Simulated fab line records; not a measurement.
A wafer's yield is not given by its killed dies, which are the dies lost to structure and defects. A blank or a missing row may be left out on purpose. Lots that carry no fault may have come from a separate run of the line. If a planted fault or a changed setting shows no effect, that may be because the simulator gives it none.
Split-lot experiment | flow rit-cmos | 23 wafers read from 5 lots, route of 202 steps

## THE SPLIT ITSELF
At RIT_PWELL_IMPLANT_08, the setting energy-kev was moved away from the recipe's 170 on 4 of the 23 wafers read, by -2.5% to +3.2%. This setting was run at the recipe's value on the other wafers.

The reading comes from the split's own step.

## THE READING
The simulator's own value implant.drp-nm, read by no gauge, in nm at RIT_PWELL_IMPLANT_08. The file does not state a usual value for it.

wafer  | tool, chamber at the split | energy-kev as run | against the recipe | implant.drp-nm, nm | against lot-mates on the recipe
L074.1 | implanter-01, 0            | 170               | recipe             | 102.9              | -
L074.2 | implanter-01, 0            | 170               | recipe             | 102.9              | -
L074.3 | implanter-01, 0            | 170               | recipe             | 102.9              | -
L074.4 | implanter-01, 0            | 170               | recipe             | 102.9              | -
L074.6 | implanter-01, 0            | 170               | recipe             | 102.9              | -
L075.1 | implanter-04, 0            | 170               | recipe             | 102.9              | -
L075.4 | implanter-04, 0            | 170               | recipe             | 102.9              | -
L075.6 | implanter-04, 0            | 170               | recipe             | 102.9              | -
L075.2 | implanter-04, 0            | 175.5             | +3.2%              | 103.8              | +0.9
L075.5 | implanter-04, 0            | 175.5             | +3.2%              | 103.8              | +0.9
L078.1 | implanter-04, 0            | 170               | recipe             | 102.9              | -
L078.3 | implanter-04, 0            | 170               | recipe             | 102.9              | -
L078.4 | implanter-04, 0            | 170               | recipe             | 102.9              | -
L080.1 | implanter-01, 0            | 170               | recipe             | 102.9              | -
L080.2 | implanter-01, 0            | 170               | recipe             | 102.9              | -
L080.3 | implanter-01, 0            | 170               | recipe             | 102.9              | -
L080.4 | implanter-01, 0            | 170               | recipe             | 102.9              | -
L080.6 | implanter-01, 0            | 170               | recipe             | 102.9              | -
L084.1 | implanter-03, 0            | 170               | recipe             | 102.9              | -
L084.3 | implanter-03, 0            | 170               | recipe             | 102.9              | -
L084.5 | implanter-03, 0            | 170               | recipe             | 102.9              | -
L084.2 | implanter-03, 0            | 165.7             | -2.5%              | 102                | -0.9
L084.4 | implanter-03, 0            | 165.7             | -2.5%              | 102                | -0.9

FIT RESULTS
A straight line over all 23 wafers: implant.drp-nm changes by +0.308 nm for each +1% of energy-kev; r = +0.99; the points scatter about the line by 0.043 nm.
The same after taking each lot's own level away (the mean of its wafers on the recipe; 23 wafers): +0.308 nm for each +1%; r = +0.99; scatter 0.043 nm.
The reading moves by 1 nm for the largest change in energy-kev, on that fit.
The lots' own levels span 102.90 to 102.90 nm.
Hence the lot-to-lot level has little effect on the slope; both slopes agree.
Check: +1.02 nm against its lot-mates is what the line predicts for one of the wafers moved furthest among these (+3.2%) when that wafer is left out of the fit. Against them it came out at +0.9 nm.

## OTHER SPLITS APPLIED TO THESE WAFERS
These wafers also went through other splits before the reading. Each is held against what the fit with the lots' levels taken away leaves over:
other split on the same wafers       | wafers away from the commonest value | r with implant.drp-nm (lot level and that fit taken away)
RIT_ACTIVE_OXIDATION_01 ox-time-s    | 18                                   | +0.21
RIT_ACTIVE_DEVELOP_10 develop-time-s | 11                                   | -0.23
RIT_FOX2_OXIDATION_00 ox-time-s      | 10                                   | +0.04
RIT_PWELL_COAT_01 resist-thk-nm      | 11                                   | +0.30

## THE WHOLE CHAIN: every reading that the file lists as answering this split, in the file's order
step                 | what it does | reading                                                         | change (the file's fit)               | r (the file's)
RIT_PWELL_IMPLANT_08 |              | implant.rp-nm (the simulator's own value, which no gauge read)  | +3.69 nm for each +1% of the setting  | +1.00
RIT_PWELL_IMPLANT_08 |              | implant.drp-nm (the simulator's own value, which no gauge read) | +0.303 nm for each +1% of the setting | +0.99

## FILE'S OWN FIT
implant.drp-nm changes by +0.303 nm for each +1% of energy-kev, r = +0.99.
